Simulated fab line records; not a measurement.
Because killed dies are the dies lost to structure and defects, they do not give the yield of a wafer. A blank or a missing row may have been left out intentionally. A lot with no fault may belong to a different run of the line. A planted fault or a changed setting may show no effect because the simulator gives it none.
2 desks, one fault | flow berkeleyCmos170 | every desk sees just its own numbers, and what lay behind them comes last

== TOOL OWNER'S DESK, rieMetal-01 ==
The tool's own readings at UCB170_M2_METAL_ETCH_18 (etches Al in Cl2/BCl3, stops on SiO2, target depth 1170 nm, time 195 s): means of the sampled wafers that have a number, for each lot that ran on this tool. Any lot whose mean is over 4 standard deviations away from the usual mean is out of limits and marked OUT; that distance is given in the brackets.
Columns: A = biasW at UCB170_M2_METAL_ETCH_18, usual 120.0 W; B = drypumpMotorCurrentA at UCB170_M2_METAL_ETCH_18, usual 5.6 A; C = oesProductAu at UCB170_M2_METAL_ETCH_18, usual 0.860 a.u.; D = throttleValvePct at UCB170_M2_METAL_ETCH_18, usual 24.42 %
lot  | first seen here | A     | B   | C     | D
L689 | day 8 13:24     | 119.6 | 5.4 | 0.857 | 24.09
L691 | day 8 19:40     | 120.1 | 5.4 | 0.862 | 24.18
L697 | day 9 20:42     | 120.5 | 5.4 | 0.861 | 24.17
L705 | day 10 18:34    | 119.7 | 5.4 | 0.861 | 24.06
L706 | day 11 03:11    | 120.3 | 5.4 | 0.855 | 24.06
Result from this desk: across the 5 lots, nothing is out of limits.

== FROM THE METROLOGY DESK ==
What the gauges read for every lot (on any tool): the sampled wafers with a number, averaged. Any lot whose mean is over 4 standard deviations away from the usual mean is out of limits and marked OUT; that distance is given in the brackets.
Columns: A = M1_AL_THK at UCB170_M1_THK_MEAS_02, usual 599 nm; B = cdNm at UCB170_M2_CD_MEAS_90, usual 699.2 nm
lot  | first seen here | A   | B
L689 | day 8 00:17     | 600 | 700.2
L692 | day 8 08:26     | 602 | 698.8
L691 | day 8 09:09     | 604 | 699.1
L694 | day 9 01:38     | 605 | 701.5
L695 | day 9 04:24     | 603 | 697.9
L698 | day 9 06:39     | 592 | 703.6
L697 | day 9 07:11     | 612 | 702.0
L700 | day 9 10:14     | 589 | 699.5
L701 | day 9 18:06     | 609 | 698.2
L705 | day 10 07:19    | 608 | 708.0
L703 | day 10 16:41    | 601 | 696.4
L706 | day 10 16:41    | 593 | 704.9
L711 | day 11 11:04    | 612 | 704.4
L710 | day 11 11:35    | 600 | 698.5
Result from this desk: across the 14 lots, nothing is out of limits.

== BROUGHT TOGETHER ==
The tool owner's desk saw nothing out of limits.
Nothing out of limits was seen by the metrology desk.

== WHAT HAD BEEN PUT IN BY THE SIMULATOR ==
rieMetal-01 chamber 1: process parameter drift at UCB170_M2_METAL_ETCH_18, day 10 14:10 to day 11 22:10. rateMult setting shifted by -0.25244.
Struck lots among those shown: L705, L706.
